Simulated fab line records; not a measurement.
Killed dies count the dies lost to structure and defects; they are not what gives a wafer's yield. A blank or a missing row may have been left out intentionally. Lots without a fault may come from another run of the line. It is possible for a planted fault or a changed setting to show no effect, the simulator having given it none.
8D (eight disciplines) problem report, filled in by code	flow berkeley cmos170	the parts of the form that need people (team, actions taken, sign-off) are left out

1. PROBLEM STATEMENT
Mean PLDD_TW at UCB170_PLDD_TW_MEAS_11: 1091 over 6 wafers in 2 lots; fault-free wafers: 1005, standard deviation 7.5. Relative to the usual mean, that is a shift of +11 standard deviations.
Seen first at day 8 10:58 on film metro-04, wafer L942.2. At this step, 42 wafers from 14 lots have a number in the record. The rule behind "out" and "out of limits": a value lying over 4 standard deviations away from the usual mean. All remaining wafers that have a number are taken as sound.

2. WHAT IT IS; WHAT IT IS NOT
question	is	is not
which readings at this step	PLDD_TW	-
which lots	L942, L947	L937, L938, L939, L940, L941, L943, L950, L951, L952, L955, L958, L959
which wafers of those lots	all that have a number	-
read on which gauges	film metro-04	film metro-01, film metro-02
when	from day 8 10:58	up to then (12 sound wafers); but 24 sound wafers of L940, L943, L950, L951, L952, L955, L958, L959 came after

3. THE SUSPECTS, EACH WITH WHAT RULES IT OUT
Counting: a tool at any process step up to the reading remains a suspect when it ran all the lots that are out and ran no sound lot after the first of those.
- ruled out: the gauge at UCB170_PLDD_TW_MEAS_11. All the wafers that are out were read on film metro-04, but those of them that UCB170_PLDD_IMPLANT_08 has rows for are out there too, on other tools.
- implanter-03 at UCB170_PLDD_IMPLANT_08: kept. All lots that are out passed through it, beginning with L942 at day 8 10:32, and no sound lot followed; its final sound lot before that point was L938 at day 8 01:09. On those wafers its own readings are out: beam on s, dose ions cm2, faraday current uA.
After counting, what remains is implanter-03 at UCB170_PLDD_IMPLANT_08.

4. THE CAUSE (what the simulator had put in)
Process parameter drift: implanter-03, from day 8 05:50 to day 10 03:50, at UCB170_PLDD_IMPLANT_08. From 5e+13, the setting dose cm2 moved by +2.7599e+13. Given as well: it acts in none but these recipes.
Only this tool survived the counting.

5. THE EFFECT CHAIN, in route order
One row per reading whose mean, taken over the struck wafers that have a number, lies over 3 standard deviations from the usual. Only readings for which the record gives a usual standard deviation are gone through. hours: the time from each lot's start at the first step in this table that gives one to its start at this step, as a median over the lots. sigmas: the change in usual standard deviations.
hours	step	reading	usual	on struck wafers	change	sigmas
0	UCB170_PLDD_IMPLANT_08	beam on s	9.97 s	11.96	+1.99	+9.5
0	UCB170_PLDD_IMPLANT_08	dose ions cm2	5e+13	8e+13	+3e+13	+99 or more
0	UCB170_PLDD_IMPLANT_08	faraday current uA	159	206	+47	+14
0	UCB170_PLDD_TW_MEAS_11	PLDD_TW	1005	1091	+86	+11
15	UCB170_SDANNEAL_RS_MEAS_04	PLDD_RS	1033 ohm/sq	852	-180	-56
Process steps it contains:
- UCB170_PLDD_IMPLANT_08

6. WHAT WOULD HAVE CAUGHT IT SOONER
In this record the first reading out of limits at a measuring or inspecting step was taken at day 8 10:58, 5 hours after the fault began at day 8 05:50.
Tool's own readings at UCB170_PLDD_IMPLANT_08, beam on s, dose ions cm2, faraday current uA: out on all struck wafers the step has rows for; an alarm limit on them would have tripped on the first.
Lots out: 2; of these, L947 started UCB170_PLDD_IMPLANT_08 on implanter-03 after day 8 10:58. Had the tool been put on hold then, it would have been spared.
